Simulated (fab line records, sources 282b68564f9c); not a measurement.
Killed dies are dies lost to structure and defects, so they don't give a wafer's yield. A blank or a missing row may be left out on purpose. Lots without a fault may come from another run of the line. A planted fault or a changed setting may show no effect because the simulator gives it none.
fab line records | flow rit_cmos
record lots=13 wafers=39 last_day=7
route steps=202 shown PRETRO@67 M1@202
lots that met no fault: from a run of the same line without faults
start_h: hours from the record's first day to the start of the lot's first wafer shown | wait_h: hours since the lot's step before | " the same as in the row above | L1.1+2: a row that stands for several wafers | - no value, or no start given | * or withheld: withheld | < > ~ a bound
route shown NAME@n: a module of which the file shows steps, and the number in the route of the first | usual: mean/standard deviation of fault-free wafers | same: alike in all rows | chamber/n: place in a boat | sites: the reading at each site | _std_site: their standard deviation | _edge_site: outer sites' mean less inner sites' | radius_mm: how far each site lies from the wafer's centre | mask NAME#n: copy n | behind: the tool/chamber that last shaped the wafer | hold: why the lot was held/for how many hours/how that ended | device: the transistor (n, p or np) that didn't switch | end of line: the same wafers' tests at the end of the route | a step without rows: its recipe alone | killed: dies lost to structure and defects at the first sort, not the wafer's yield | map: a wafer's dies, x killed, . not, _ none there
set.NAME: the setting as run; set.NAME@STEP: as run at that earlier step | model.NAME: the simulator's own value behind a step, which no gauge read
steps of the route over a sample of lots; a table a step, a row a wafer
services: from which hour (start_h, from the record's first day; less than 0 if before it) a tool's chamber was out of use, for how many hours, and why
## steps
# step RIT_PRETRO_EXPOSE_03
# recipe mask_id=M5 na=0.57 target_cd_nm=43700 dose_mj=250
# usual reticle_temp_C=23.00/0.1
# columns lot.wafer tool chamber start_h wait_h mask reticle_temp_C
L330.1 iline_stepper-01 0 30.72 0.2 M5#0 22.94
L330.2 " 0 " " M5#0 22.88
L330.5 " 0 " " M5#0 22.86
L332.2 iline_stepper-02 0 41.85 0.2 M5#0 23.25
L332.3 " 0 " " M5#0 23.04
L332.5 " 0 " " M5#0 23.19
L333.4 iline_stepper-02 0 45.09 0.1 M5#0 23.06
L333.5 " 0 " " M5#0 23.15
L333.6 " 0 " " M5#0 23.11
L334.3 iline_stepper-02 0 51.13 0.1 M5#0 23.02
L334.4 " 0 " " M5#0 22.91
L334.5 " 0 " " M5#0 22.95
L336.2 iline_stepper-01 0 61.46 0.2 M5#0 23.07
L336.5 " 0 " " M5#0 23.13
L336.6 " 0 " " M5#0 23.13
L337.3 iline_stepper-01 0 65.07 0.1 M5#0 23.08
L337.4 " 0 " " M5#0 23.00
L337.5 " 0 " " M5#0 23.08
L338.1 iline_stepper-01 0 71.56 0.1 M5#0 22.98
L338.2 " 0 " " M5#0 22.95
L338.5 " 0 " " M5#0 23.00
L339.3 iline_stepper-02 0 77.38 0.2 M5#0 23.08
L339.5 " 0 " " M5#0 23.06
L339.6 " 0 " " M5#0 23.05
L340.1 iline_stepper-01 0 81.47 0.2 M5#0 23.06
L340.2 " 0 " " M5#0 22.89
L340.5 " 0 " " M5#0 23.02
L341.2 iline_stepper-02 0 85.62 0.2 M5#0 22.89
L341.3 " 0 " " M5#0 23.02
L341.4 " 0 " " M5#0 22.81
L346.2 iline_stepper-01 0 110.62 0.1 M5_R1#0 22.84
L346.3 " 0 " " M5_R1#0 22.99
L346.4 " 0 " " M5_R1#0 22.88
L349.1 iline_stepper-02 0 124.80 0.1 M5#0 22.95
L349.2 " 0 " " M5#0 23.05
L349.5 " 0 " " M5#0 23.04
L353.2 iline_stepper-01 0 149.01 0.1 M5#0 22.91
L353.3 " 0 " " M5#0 22.95
L353.4 " 0 " " M5#0 23.02
# step RIT_M1_PROBE_99
# usual killed_at_M0_to_M3=0.0/0.083 killed_at_contacts=0.0/0.2 killed_at_front_end=7/3.1 killed_dies=7/3.1 killed_open=3.5/1.9 killed_short=3.6/2.1
# same gross_dies=264 killed_at_M4_up=0 killed_at_back_side=0 killed_at_other=0
# columns lot.wafer tool chamber start_h wait_h killed_at_M0_to_M3 killed_at_contacts killed_at_front_end killed_dies killed_open killed_short
L337.3 prober-01 - 91.00 0.2 0 0 10 10 7 3
L337.4 prober-01 - 91.05 0.2 0 0 17 17 6 11
L337.5 prober-01 - 91.10 0.2 0 0 10 10 4 6
L339.3 prober-01 - 103.77 0.2 0 0 6 6 4 2
L339.5 prober-01 - 103.87 0.2 0 1 3 4 2 2
L339.6 prober-01 - 103.92 0.2 0 0 7 7 5 2
L341.2 prober-01 - 111.43 0.1 0 0 9 9 7 2
L341.3 prober-01 - 111.48 0.2 0 0 9 9 3 6
L341.4 prober-01 - 111.53 0.2 0 0 12 12 7 5
L349.1 prober-01 - 153.44 0.1 0 0 8 8 2 6
L349.2 prober-01 - 153.49 0.1 0 0 3 3 3 0
L349.5 prober-01 - 153.64 0.2 0 0 6 6 5 1
L353.2 prober-01 - 176.46 0.1 0 0 10 10 5 5
L353.3 prober-01 - 176.51 0.2 0 0 7 7 4 3
L353.4 prober-01 - 176.56 0.2 0 0 6 6 5 1
# killed by level:class
L337.3 FOX2:geometric_particle:open=4 GATE:geometric_particle:open=2 FOX1:geometric_particle:short=1 FOX2:geometric_particle:short=1 REOX:geometric_particle:open=1 SILICIDE:geometric_particle:short=1
L337.4 GATE:geometric_particle:short=5 GATE:geometric_particle:open=2 SPACER:geometric_particle:short=2 REOX:geometric_particle:open=2 REOX:geometric_particle:short=2 FOX1:geometric_particle:short=1 SPACER:geometric_particle:open=1 SILICIDE:geometric_particle:open=1
L337.5 SILICIDE:geometric_particle:open=3 SPACER:geometric_particle:short=2 SILICIDE:geometric_particle:short=2 FOX1:geometric_particle:short=1 FOX1:geometric_particle:open=1 GATE:geometric_particle:short=1
L339.3 FOX1:geometric_particle:short=1 FOX2:geometric_particle:open=1 GATE:geometric_particle:open=1 REOX:geometric_particle:short=1 SPACER:geometric_particle:open=1 SILICIDE:geometric_particle:open=1
L339.5 REOX:geometric_particle:short=2 FOX1:geometric_particle:open=1 CONTACT:geometric_particle:open=1
L339.6 REOX:geometric_particle:open=3 FOX1:geometric_particle:short=1 FOX1:geometric_particle:open=1 GATE:geometric_particle:short=1 SILICIDE:geometric_particle:open=1
L341.2 FOX1:geometric_particle:open=4 FOX1:geometric_particle:short=2 REOX:geometric_particle:open=2 SPACER:geometric_particle:open=1
L341.3 GATE:geometric_particle:short=5 FOX1:geometric_particle:open=2 FOX1:geometric_particle:short=1 REOX:geometric_particle:open=1
L341.4 GATE:geometric_particle:short=3 FOX1:geometric_particle:open=2 REOX:geometric_particle:open=2 REOX:geometric_particle:short=2 ACTIVE:geometric_particle:open=1 FOX2:geometric_particle:open=1 SILICIDE:geometric_particle:open=1
L349.1 GATE:geometric_particle:short=3 FOX2:geometric_particle:open=1 FOX2:geometric_particle:short=1 REOX:geometric_particle:short=1 SPACER:geometric_particle:open=1 SILICIDE:geometric_particle:short=1
L349.2 REOX:geometric_particle:open=2 GATE:geometric_particle:open=1
L349.5 GATE:geometric_particle:open=2 FOX2:geometric_particle:open=1 REOX:geometric_particle:open=1 SPACER:geometric_particle:short=1 SILICIDE:geometric_particle:open=1
L353.2 GATE:geometric_particle:open=3 GATE:geometric_particle:short=2 REOX:geometric_particle:short=2 REOX:geometric_particle:open=2 SPACER:geometric_particle:short=1
L353.3 FOX1:geometric_particle:open=2 REOX:geometric_particle:short=2 FOX2:geometric_particle:short=1 GATE:geometric_particle:open=1 SILICIDE:geometric_particle:open=1
L353.4 GATE:geometric_particle:open=2 FOX1:geometric_particle:open=1 FOX2:geometric_particle:short=1 SPACER:geometric_particle:open=1 SILICIDE:geometric_particle:open=1
## services
# columns tool chamber start_h hours kind
iline_stepper-02 - 14.64 4.4 pm
iline_stepper-01 - 19.16 4.4 pm
iline_stepper-02 - 34.93 1.7 pm
iline_stepper-01 0 101.34 - calibration
iline_stepper-01 - 144.69 2.1 pm
iline_stepper-01 - 146.78 - consumable_replace:lamp
## key
first_sign step=RIT_PRETRO_EXPOSE_03 reading=mask direction=changed
effect none on later readings
met_at RIT_PRETRO_EXPOSE_03
struck_lots L346
tester_left_out L346
onset_between 81.47 110.62
fault kind=wrong_mask tool=any chamber=- onset_h=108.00 steps=RIT_PRETRO_EXPOSE_03 aux_copy=M5_R1#0 cd_offset_nm=-350 scope=struck_lots_only
# tester_left_out: of these lots the tester's yield and bins aren't shown, on N5 and GAA mostly nor the transistor test; their killed dies are dies lost to structure and defects alone, not to doping, threshold or leakage, so they don't give the yield
